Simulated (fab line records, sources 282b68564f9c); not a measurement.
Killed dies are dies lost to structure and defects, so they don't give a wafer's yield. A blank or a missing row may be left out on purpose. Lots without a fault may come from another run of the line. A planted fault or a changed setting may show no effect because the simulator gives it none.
fab line records | flow rit_cmos
record lots=6 wafers=18 last_day=7
route steps=202 shown ACTIVE@17 FOX1@20 FOX2@23 NWELL@28 PWELL@39 WELLDRIVE@50 M1@202
lots that met no fault: from a run of the same line without faults
start_h: hours from the record's first day to the start of the lot's first wafer shown | wait_h: hours since the lot's step before | " the same as in the row above | L1.1+2: a row that stands for several wafers | - no value, or no start given | * or withheld: withheld | < > ~ a bound
route shown NAME@n: a module of which the file shows steps, and the number in the route of the first | usual: mean/standard deviation of fault-free wafers | same: alike in all rows | chamber/n: place in a boat | sites: the reading at each site | _std_site: their standard deviation | _edge_site: outer sites' mean less inner sites' | radius_mm: how far each site lies from the wafer's centre | mask NAME#n: copy n | behind: the tool/chamber that last shaped the wafer | hold: why the lot was held/for how many hours/how that ended | device: the transistor (n, p or np) that didn't switch | end of line: the same wafers' tests at the end of the route | a step without rows: its recipe alone | killed: dies lost to structure and defects at the first sort, not the wafer's yield | map: a wafer's dies, x killed, . not, _ none there
set.NAME: the setting as run; set.NAME@STEP: as run at that earlier step | model.NAME: the simulator's own value behind a step, which no gauge read
lots at some steps of the route; a table a step, a row a wafer
services: from which hour (start_h, from the record's first day; less than 0 if before it) a tool's chamber was out of use, for how many hours, and why
## steps
# step RIT_ACTIVE_CLEAN_15
# recipe chemistry=SC1 mix=3:3:50 time_s=600 temp_c=75
# step RIT_ACTIVE_CLEAN_16
# recipe chemistry=dHF dilution=50:1 time_s=29.33
# step RIT_ACTIVE_CLEAN_17
# recipe chemistry=SC2 mix=3:3:50 time_s=600 temp_c=75 dry=n2_spin
# step RIT_FOX1_OXIDATION_00
# recipe temp_c=1100 ambient=H2O target_thk_a=3507 p_h2o_torr=720 ox_time_s=1130
# step RIT_FOX1_THK_MEAS_01
# recipe reads=SiO2_of_FOX1_OXIDATION_00
# usual FOX1_OXIDE_THK=349/7.8
# columns lot.wafer tool chamber start_h wait_h FOX1_OXIDE_THK[nm]
L406.1 film_metro-02 - 18.15 0.0 342
L406.4 " - " " 342
L406.6 " - " " 342
L412.2 film_metro-02 - 47.50 0.0 354
L412.3 " - " " 360
L412.5 " - " " 356
L417.1 film_metro-03 - 72.11 0.0 339
L417.3 " - " " 339
L417.6 " - " " 344
L423.2 film_metro-03 - 102.50 0.0 347
L423.4 " - " " 350
L423.6 " - " " 350
L424.2 film_metro-02 - 108.24 0.0 353
L424.5 " - " " 354
L424.6 " - " " 344
L427.1 film_metro-02 - 124.33 0.0 346
L427.2 " - " " 348
L427.6 " - " " 351
# step RIT_FOX1_WET_ETCH_02
# recipe chemistry=BOE target_depth_nm=350 time_s=390 temp_c=21.5 dry=n2_spin dilution=10:1 target=SiO2
# step RIT_FOX2_OXIDATION_00
# recipe temp_c=1100 ambient=H2O target_thk_a=3507 p_h2o_torr=720 ox_time_s=1130
# step RIT_FOX2_THK_MEAS_01
# recipe reads=SiO2_of_FOX2_OXIDATION_00
# usual FOX2_OXIDE_THK=350/6.3
# columns lot.wafer tool chamber start_h wait_h FOX2_OXIDE_THK[nm]
L406.1 film_metro-03 - 19.87 0.0 357
L406.4 " - " " 356
L406.6 " - " " 356
L412.2 film_metro-02 - 49.51 0.0 358
L412.3 " - " " 350
L412.5 " - " " 353
L417.1 film_metro-02 - 73.61 0.0 339
L417.3 " - " " 344
L417.6 " - " " 346
L423.2 film_metro-04 - 105.32 0.0 349
L423.4 " - " " 345
L423.6 " - " " 351
L424.2 film_metro-04 - 112.05 0.0 351
L424.5 " - " " 349
L424.6 " - " " 356
L427.1 film_metro-02 - 125.83 0.0 349
L427.2 " - " " 343
L427.6 " - " " 344
# step RIT_FOX2_CLEAN_02
# recipe chemistry=dHF dilution=50:1 time_s=180
# step RIT_FOX2_WET_ETCH_03
# recipe chemistry=H3PO4 target=Si3N4 target_depth_nm=195 temp_c=165 time_s=2700
# step RIT_FOX2_THK_MEAS_90
# recipe reads=SiO2_of_FOX2_OXIDATION_00
# usual FIELD_OXIDE_LEFT_1_THK=322/6.4
# columns lot.wafer tool chamber start_h wait_h FIELD_OXIDE_LEFT_1_THK[nm]
L406.1 film_metro-03 - 20.75 0.0 329
L406.4 " - " " 328
L406.6 " - " " 328
L412.2 film_metro-02 - 50.46 0.0 330
L412.3 " - " " 323
L412.5 " - " " 326
L417.1 film_metro-04 - 74.49 0.0 312
L417.3 " - " " 317
L417.6 " - " " 319
L423.2 film_metro-02 - 106.20 0.0 321
L423.4 " - " " 318
L423.6 " - " " 324
L424.2 film_metro-04 - 113.07 0.0 324
L424.5 " - " " 323
L424.6 " - " " 328
L427.1 film_metro-04 - 126.77 0.0 322
L427.2 " - " " 315
L427.6 " - " " 316
# step RIT_NWELL_HMDS_00
# recipe prime_time_s=60 prime_temp_c=140
# step RIT_NWELL_COAT_01
# recipe resist=NOVOLAK spin_rpm=2000 resist_thk_nm=1300
# usual chill_plate_temp_C=23.00/0.1 dispense_pressure_kPa=53/4
# columns lot.wafer tool chamber start_h wait_h chill_plate_temp_C dispense_pressure_kPa model.NOVOLAK_of_NWELL_COAT_01.thk_nm
L406.1 litho_track-01 0 20.96 0.1 22.96 48 1299
L406.4 " 0 " " 23.15 48 1301
L406.6 " 0 " " 23.03 48 1302
L412.2 litho_track-01 0 50.68 0.1 23.05 48 1305
L412.3 " 0 " " 23.16 48 1301
L412.5 " 0 " " 23.08 48 1304
L417.1 litho_track-04 0 74.70 0.1 23.18 57 1303
L417.3 " 0 " " 22.99 57 1302
L417.6 " 0 " " 23.08 57 1303
L423.2 litho_track-04 0 106.43 0.1 22.98 57 260.5
L423.4 " 0 " " 23.04 57 260.3
L423.6 " 0 " " 22.83 57 261.2
L424.2 litho_track-02 0 113.29 0.1 22.84 51 1310
L424.5 " 0 " " 22.94 51 1306
L424.6 " 0 " " 22.98 51 1308
L427.1 litho_track-04 0 126.98 0.1 23.11 57 261.1
L427.2 " 0 " " 22.95 57 260.8
L427.6 " 0 " " 23.01 57 260.7
# step RIT_NWELL_SOFTBAKE_02
# recipe resist=NOVOLAK temp_c=90 time_s=60
# step RIT_NWELL_EXPOSE_03
# recipe mask_id=M2 na=0.57 target_cd_nm=43900 dose_mj=250
# step RIT_NWELL_PEB_04
# recipe resist=NOVOLAK temp_c=withheld time_s=withheld
# step RIT_NWELL_DEVELOP_05
# recipe resist=NOVOLAK develop_time_s=68 dev_temp_c=23
# step RIT_NWELL_OVL_MEAS_06
# usual NWELL_OVL=0.8/1.3
# columns lot.wafer tool chamber start_h wait_h NWELL_OVL[nm]
L406.1 overlay-02 - 21.82 - -0.3
L406.4 " - " " -0.5
L406.6 " - " " -0.9
L412.2 overlay-01 - 51.39 - 0.6
L412.3 " - " " -0.1
L412.5 " - " " 0.7
L417.1 overlay-02 - 75.43 - 3.1
L417.3 " - " " 1.8
L417.6 " - " " 2.9
L423.2 overlay-02 - 107.26 - -0.7
L423.4 " - " " -0.7
L423.6 " - " " 0.1
L424.2 overlay-02 - 114.13 - 1.6
L424.5 " - " " 2.1
L424.6 " - " " 1.1
L427.1 overlay-01 - 127.71 - 2.2
L427.2 " - " " 2.4
L427.6 " - " " 2.5
# step RIT_NWELL_HARDBAKE_07
# recipe resist=NOVOLAK temp_c=140 time_s=120
# usual chill_plate_temp_C=22.99/0.11
# columns lot.wafer tool chamber start_h wait_h chill_plate_temp_C model.NOVOLAK_of_NWELL_COAT_01.thk_nm
L406.1 litho_track-02 0 21.86 0.0 22.85 1136
L406.4 " 0 " " 22.98 1138
L406.6 " 0 " " 22.86 1138
L412.2 litho_track-04 0 51.47 0.1 23.00 1141
L412.3 " 0 " " 22.97 1138
L412.5 " 0 " " 22.88 1140
L417.1 litho_track-04 0 75.46 0.0 23.06 1139
L417.3 " 0 " " 22.83 1139
L417.6 " 0 " " 22.89 1140
L423.2 litho_track-02 0 107.43 0.2 22.89 234.7
L423.4 " 0 " " 22.87 234.5
L423.6 " 0 " " 22.93 235.3
L424.2 litho_track-01 0 114.37 0.2 23.02 1146
L424.5 " 0 " " 23.05 1142
L424.6 " 0 " " 23.04 1144
L427.1 litho_track-01 0 127.74 0.0 23.00 235.2
L427.2 " 0 " " 22.82 234.9
L427.6 " 0 " " 22.94 234.8
# step RIT_NWELL_IMPLANT_08
# recipe species=P energy_kev=168.7 dose_cm2=5e+13 tilt_deg=7
# step RIT_NWELL_STRIP_09
# recipe chemistry=O2 time_s=180 resist=NOVOLAK platen_temp_c=withheld power_w=500 pressure_mtorr=4000 o2_flow_sccm=4000
# usual drypump_motor_current_A=6.0/0.51
# columns lot.wafer tool chamber start_h wait_h drypump_motor_current_A rf_hours_counter_h
L406.1 plasma_asher-04 1 22.26 0.1 5.2 44
L406.4 " 0 " " 6.6 -
L406.6 " 0 " " 6.6 -
L412.2 plasma_asher-01 0 51.82 0.1 5.7 45
L412.3 " 0 " " 5.7 -
L412.5 " 1 " " 6.3 -
L417.1 plasma_asher-01 0 75.86 0.1 5.7 48
L417.3 " 0 " " 5.8 -
L417.6 " 1 " " 6.3 -
L423.2 plasma_asher-02 0 107.79 0.1 5.4 30
L423.4 " 0 " " 5.4 -
L423.6 " 1 " " 6.5 -
L424.2 plasma_asher-02 1 114.73 0.1 6.5 31
L424.5 " 0 " " 5.4 -
L424.6 " 1 " " 6.5 -
L427.1 plasma_asher-02 1 128.14 0.1 6.5 32
L427.2 " 0 " " 5.4 32
L427.6 " 1 " " 6.5 -
# step RIT_NWELL_TW_MEAS_10
# usual NWELL_TW=2136/29
# columns lot.wafer tool chamber start_h wait_h NWELL_TW
L406.1 film_metro-01 - 22.43 0.1 2184
L406.4 " - " " 2177
L406.6 " - " " 2184
L412.2 film_metro-02 - 52.01 0.1 2111
L412.3 " - " " 2112
L412.5 " - " " 2096
L417.1 film_metro-04 - 76.04 0.1 2116
L417.3 " - " " 2111
L417.6 " - " " 2102
L423.2 film_metro-04 - 107.97 0.1 2115
L423.4 " - " " 2136
L423.6 " - " " 2131
L424.2 film_metro-01 - 114.91 0.1 2176
L424.5 " - " " 2171
L424.6 " - " " 2172
L427.1 film_metro-02 - 128.32 0.1 2115
L427.2 " - " " 2113
L427.6 " - " " 2104
# step RIT_PWELL_HMDS_00
# recipe prime_time_s=60 prime_temp_c=140
# step RIT_PWELL_COAT_01
# recipe resist=NOVOLAK spin_rpm=2000 resist_thk_nm=1300
# step RIT_PWELL_SOFTBAKE_02
# recipe resist=NOVOLAK temp_c=90 time_s=60
# step RIT_PWELL_EXPOSE_03
# recipe mask_id=M3 na=0.57 target_cd_nm=43700 dose_mj=250
# step RIT_PWELL_PEB_04
# recipe resist=NOVOLAK temp_c=withheld time_s=withheld
# step RIT_PWELL_DEVELOP_05
# recipe resist=NOVOLAK develop_time_s=68 dev_temp_c=23
# step RIT_PWELL_OVL_MEAS_06
# usual PWELL_OVL=0.2/1.4
# columns lot.wafer tool chamber start_h wait_h PWELL_OVL[nm]
L406.1 overlay-02 - 23.56 - 1.4
L406.4 " - " " 1.0
L406.6 " - " " 0.6
L412.2 overlay-01 - 52.95 - 0.5
L412.3 " - " " 0.2
L412.5 " - " " -0.7
L417.1 overlay-01 - 77.10 - 0.4
L417.3 " - " " 0.4
L417.6 " - " " 0.2
L423.2 overlay-01 - 108.91 - -1.7
L423.4 " - " " -1.4
L423.6 " - " " 0.3
L424.2 overlay-02 - 115.85 - -0.3
L424.5 " - " " -1.5
L424.6 " - " " -2.4
L427.1 overlay-02 - 129.38 - -1.5
L427.2 " - " " -1.6
L427.6 " - " " 0.1
# step RIT_PWELL_HARDBAKE_07
# recipe resist=NOVOLAK temp_c=140 time_s=120
# step RIT_PWELL_IMPLANT_08
# recipe species=B energy_kev=170 dose_cm2=7e+13 tilt_deg=7
# step RIT_PWELL_STRIP_09
# recipe chemistry=O2 time_s=180 resist=NOVOLAK platen_temp_c=withheld power_w=500 pressure_mtorr=4000 o2_flow_sccm=4000
# usual drypump_motor_current_A=5.8/0.48
# columns lot.wafer tool chamber start_h wait_h drypump_motor_current_A rf_hours_counter_h
L406.1 plasma_asher-02 1 23.99 0.1 6.5 22
L406.4 " 0 " " 5.4 -
L406.6 " 1 " " 6.5 -
L412.2 plasma_asher-02 1 53.38 0.1 6.5 24
L412.3 " 1 " " 6.5 -
L412.5 " 0 " " 5.4 -
L417.1 plasma_asher-02 0 77.54 0.1 5.4 27
L417.3 " 1 " " 6.5 -
L417.6 " 0 " " 5.4 -
L423.2 plasma_asher-03 1 109.34 0.1 5.1 37
L423.4 " 1 " " 5.1 -
L423.6 " 1 " " 5.1 -
L424.2 plasma_asher-03 1 116.28 0.1 5.1 38
L424.5 " 1 " " 5.1 -
L424.6 " 0 " " 5.8 -
L427.1 plasma_asher-01 1 129.82 0.1 6.3 54
L427.2 " 0 " " 5.8 54
L427.6 " 0 " " 5.7 -
# step RIT_PWELL_TW_MEAS_10
# usual PWELL_TW=947/11
# columns lot.wafer tool chamber start_h wait_h PWELL_TW
L406.1 film_metro-02 - 24.17 0.1 949
L406.4 " - " " 947
L406.6 " - " " 948
L412.2 film_metro-01 - 53.56 0.1 967
L412.3 " - " " 969
L412.5 " - " " 960
L417.1 film_metro-02 - 77.72 0.1 943
L417.3 " - " " 943
L417.6 " - " " 941
L423.2 film_metro-04 - 109.52 0.1 1988
L423.4 " - " " 1985
L423.6 " - " " 1980
L424.2 film_metro-01 - 116.46 0.1 963
L424.5 " - " " 966
L424.6 " - " " 965
L427.1 film_metro-01 - 130.00 0.1 2029
L427.2 " - " " 2035
L427.6 " - " " 2033
# step RIT_WELLDRIVE_ANNEAL_00
# recipe temp_c=1100 time_s=14700 ambient=N2
# step RIT_M1_PROBE_99
# usual killed_at_M0_to_M3=0.0/0.14 killed_at_contacts=0.1/0.3 killed_at_front_end=6.5/2.9 killed_dies=6.6/3 killed_open=3.3/2 killed_short=3.3/1.9
# same gross_dies=264 killed_at_M4_up=0 killed_at_back_side=0 killed_at_other=0
# columns lot.wafer tool chamber start_h wait_h killed_at_M0_to_M3 killed_at_contacts killed_at_front_end killed_dies killed_open killed_short model.etest.pwell_pinched.rs_ohm_sq model.etest.nmos_0p3.r_on_ohm_um model.etest.nmos_turned.drive_ua_um model.etest.nmos_0p15.drive_ua_um model.etest.nmos_0p3.drive_ua_um model.etest.nmos_narrow.drive_ua_um model.etest.well_edge_right.line_ohm_um model.etest.well_edge_left.line_ohm_um
L406.1 prober-01 - 63.67 0.1 0 0 7 7 3 4 453.3 2142 315.4 461.3 226.9 228.7 182.8 184.4
L406.4 prober-01 - 63.82 0.2 0 1 6 7 4 3 463.6 2180 320.8 462.1 225.6 231 179.4 179
L406.6 prober-01 - 63.92 0.2 0 0 6 6 2 4 455.3 2121 316.4 480.6 232.4 235 183.5 184.9
L412.2 prober-01 - 86.69 0.1 0 0 10 10 8 2 460.2 2176 319.3 456.8 222.7 217.7 180.7 182.8
L412.3 prober-01 - 86.74 0.2 0 0 6 6 3 3 457.4 2201 324.7 468.2 227.2 222.2 182.8 182.1
L412.5 prober-01 - 86.84 0.2 0 0 5 5 1 4 460 2206 318.9 456.3 223.6 219.9 183.8 186
L417.1 prober-02 - 113.66 0.1 1 0 6 7 1 6 459.2 2172 297.6 460.7 221.3 221.7 183 181.2
L417.3 prober-02 - 113.76 0.2 0 0 7 7 4 3 458.9 2205 278.5 443.1 216.9 224 182.7 183.8
L417.6 prober-02 - 113.91 0.2 0 0 2 2 1 1 454.6 2209 298 451.4 218.5 222.3 181.2 180.8
L423.2 prober-02 - 150.10 0.1 0 0 8 8 6 2 756.1 2008 402.5 530.3 265.6 252.9 165.7 166.3
L423.4 prober-02 - 150.20 0.2 0 0 5 5 4 1 752.2 1999 404.4 525.3 268.5 255.8 161.7 162.9
L423.6 prober-02 - 150.30 0.2 0 0 10 10 3 7 736.3 1962 420 554.5 272.1 258.1 165.6 162.3
L424.2 prober-01 - 159.41 0.1 0 0 2 2 1 1 452.6 2184 325.8 454.3 213.1 209.8 181.6 182.4
L424.5 prober-01 - 159.56 0.2 0 1 2 3 1 2 454.3 2196 322.1 463.7 213.1 214.7 182.8 180.5
L424.6 prober-01 - 159.61 0.2 0 0 4 4 2 2 458.5 2208 332.6 464.6 213 212.1 181.6 182.8
L427.1 prober-02 - 171.43 0.1 0 0 10 10 6 4 733.6 2036 401.2 530.7 264.4 253 166 165
L427.2 prober-02 - 171.48 0.1 0 1 4 5 1 4 714.8 1976 407.7 540.9 266.9 259.6 164.3 164.4
L427.6 prober-02 - 171.68 0.2 0 0 5 5 4 1 735.9 1993 404.6 546.1 268 259.9 166.6 165.1
# killed by level:class
L406.1 FOX2:geometric_particle:short=2 FOX1:geometric_particle:open=1 FOX1:geometric_particle:short=1 FOX2:geometric_particle:open=1 GATE:geometric_particle:short=1 SILICIDE:geometric_particle:open=1
L406.4 GATE:geometric_particle:open=2 REOX:geometric_particle:open=2 FOX1:geometric_particle:short=1 FOX2:geometric_particle:short=1 CONTACT:geometric_particle:short=1
L406.6 SPACER:geometric_particle:short=2 GATE:geometric_particle:open=1 REOX:geometric_particle:short=1 SPACER:geometric_particle:open=1 SILICIDE:geometric_particle:short=1
L412.2 SPACER:geometric_particle:open=4 SILICIDE:geometric_particle:open=2 GATE:geometric_particle:open=1 GATE:geometric_particle:short=1 REOX:geometric_particle:open=1 SPACER:geometric_particle:short=1
L412.3 SPACER:geometric_particle:short=3 FOX1:geometric_particle:open=1 FOX2:geometric_particle:open=1 GATE:geometric_particle:open=1
L412.5 GATE:geometric_particle:short=2 FOX2:geometric_particle:short=1 SPACER:geometric_particle:open=1 SPACER:geometric_particle:short=1
L417.1 FOX1:geometric_particle:short=1 FOX2:geometric_particle:short=1 GATE:geometric_particle:short=1 GATE:geometric_particle:open=1 REOX:geometric_particle:short=1 SPACER:geometric_particle:short=1 M1:geometric_particle:short=1
L417.3 GATE:geometric_particle:open=3 FOX1:geometric_particle:short=1 FOX2:geometric_particle:open=1 GATE:geometric_particle:short=1 SPACER:geometric_particle:short=1
L417.6 REOX:geometric_particle:open=1 SILICIDE:geometric_particle:short=1
L423.2 REOX:geometric_particle:open=3 GATE:geometric_particle:open=2 FOX2:geometric_particle:short=1 FOX2:geometric_particle:open=1 REOX:geometric_particle:short=1
L423.4 SPACER:geometric_particle:open=2 FOX1:geometric_particle:short=1 GATE:geometric_particle:open=1 REOX:geometric_particle:open=1
L423.6 FOX2:geometric_particle:short=2 GATE:geometric_particle:open=2 FOX1:geometric_particle:short=1 GATE:geometric_particle:short=1 REOX:geometric_particle:short=1 REOX:geometric_particle:open=1 SPACER:geometric_particle:short=1 SILICIDE:geometric_particle:short=1
L424.2 GATE:geometric_particle:open=1 GATE:geometric_particle:short=1
L424.5 FOX2:geometric_particle:short=1 REOX:geometric_particle:short=1 CONTACT:geometric_particle:open=1
L424.6 GATE:geometric_particle:short=1 SPACER:geometric_particle:open=1 SILICIDE:geometric_particle:open=1 SILICIDE:geometric_particle:short=1
L427.1 FOX1:geometric_particle:open=2 GATE:geometric_particle:short=2 GATE:geometric_particle:open=2 REOX:geometric_particle:open=2 SPACER:geometric_particle:short=2
L427.2 GATE:geometric_particle:short=3 SPACER:geometric_particle:short=1 CONTACT:geometric_particle:open=1
L427.6 GATE:geometric_particle:open=3 FOX1:geometric_particle:open=1 SILICIDE:geometric_particle:short=1
## services
# columns tool chamber start_h hours kind
plasma_asher-04 - 108.75 9.0 pm
plasma_asher-04 0 108.75 9.0 vent_cycle
plasma_asher-04 1 108.75 9.0 vent_cycle
plasma_asher-04 0 117.75 - clean
plasma_asher-04 1 117.75 - clean
## key
first_sign step=RIT_PWELL_TW_MEAS_10 reading=PWELL_TW direction=up sigmas=98 usual=947 struck=2008
effect none on later readings
model_effect step=RIT_NWELL_COAT_01 value=NOVOLAK_of_NWELL_COAT_01.thk_nm without=1304 struck=260.7
model_effect step=RIT_NWELL_HARDBAKE_07 value=NOVOLAK_of_NWELL_COAT_01.thk_nm without=1140 struck=234.9
model_effect step=RIT_M1_PROBE_99 value=etest.pwell_pinched.rs_ohm_sq without=460.2 struck=738.2
met_at RIT_NWELL_COAT_01
struck_wafers L423.2,L423.4,L423.6,L427.1,L427.2,L427.6
tester_left_out L423,L427
onset_between 74.70 106.43
fault kind=process_parameter_drift tool=litho_track-04 chamber=- onset_h=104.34 steps=RIT_NWELL_COAT_01 channel=resist_thk_nm offset=-1040 shape=step end_h=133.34 acts_in=these_recipes_only stated=1300
# tester_left_out: of these lots the tester's yield and bins aren't shown, on N5 and GAA mostly nor the transistor test; their killed dies are dies lost to structure and defects alone, not to doping, threshold or leakage, so they don't give the yield
